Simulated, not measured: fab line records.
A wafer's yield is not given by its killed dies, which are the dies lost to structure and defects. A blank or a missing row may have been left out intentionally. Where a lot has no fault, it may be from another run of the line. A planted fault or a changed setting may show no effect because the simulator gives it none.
Matching of chambers / flow ritCmos / 4 sister chambers for RIT_GATE_ETCH_19 on rieSi-02
The step etches poly-Si in SF6/CHF3/O2, stops on SiO2, time 165 s, target depth 312.5 nm. 8 wafers are shown with their chamber, then 9 later ones without.

== WAFERS, EACH WITH ITS CHAMBER ==
wafer=L534.4; chamber=0; throttleValvePct (%)=10.22; drypumpMotorCurrentA (A)=5.0
wafer=L534.5; chamber=2; throttleValvePct (%)=10.51; drypumpMotorCurrentA (A)=5.2
wafer=L536.1; chamber=1; throttleValvePct (%)=9.97; drypumpMotorCurrentA (A)=5.8
wafer=L536.2; chamber=0; throttleValvePct (%)=10.21; drypumpMotorCurrentA (A)=5.0
wafer=L536.3; chamber=3; throttleValvePct (%)=10.13; drypumpMotorCurrentA (A)=5.3
wafer=L538.1; chamber=2; throttleValvePct (%)=10.49; drypumpMotorCurrentA (A)=5.2
wafer=L538.3; chamber=1; throttleValvePct (%)=9.96; drypumpMotorCurrentA (A)=5.8
wafer=L538.5; chamber=3; throttleValvePct (%)=10.13; drypumpMotorCurrentA (A)=5.2

== WAFERS WITH NO CHAMBER GIVEN ==
wafer=L540.1; throttleValvePct (%)=10.21; drypumpMotorCurrentA (A)=5.0
wafer=L540.3; throttleValvePct (%)=9.95; drypumpMotorCurrentA (A)=5.8
wafer=L540.6; throttleValvePct (%)=9.96; drypumpMotorCurrentA (A)=5.8
wafer=L542.2; throttleValvePct (%)=9.96; drypumpMotorCurrentA (A)=5.8
wafer=L542.3; throttleValvePct (%)=10.49; drypumpMotorCurrentA (A)=5.2
wafer=L542.6; throttleValvePct (%)=9.95; drypumpMotorCurrentA (A)=5.8
wafer=L550.1; throttleValvePct (%)=10.13; drypumpMotorCurrentA (A)=5.2
wafer=L550.3; throttleValvePct (%)=9.97; drypumpMotorCurrentA (A)=5.8
wafer=L550.6; throttleValvePct (%)=10.22; drypumpMotorCurrentA (A)=5.0

== WHICH CHAMBER EACH WENT THROUGH ==
wafer=L540.1; from the rows above=0; in truth=0
wafer=L540.3; from the rows above=1; in truth=1
wafer=L540.6; from the rows above=1; in truth=1
wafer=L542.2; from the rows above=1; in truth=1
wafer=L542.3; from the rows above=2; in truth=2
wafer=L542.6; from the rows above=1; in truth=1
wafer=L550.1; from the rows above=3; in truth=3
wafer=L550.3; from the rows above=1; in truth=1
wafer=L550.6; from the rows above=0; in truth=0
9 of 9 placed correctly. Not placeable from these rows: 0. Placed wrongly: 0.
How it was worked out, from the rows above alone: a wafer's distance from a chamber is the root of the sum, over the readings, of the square of ((its reading less the chamber's mean) divided by the reading's scatter). If the next closest chamber is less than 2 further off than the closest, the wafer can't be placed; otherwise it belongs to the closest. A chamber's mean is the mean of its shown wafers. The scatter: the root of (the sum of the squares of (reading less its chamber's mean) over the shown wafers, divided by (wafers less chambers)).
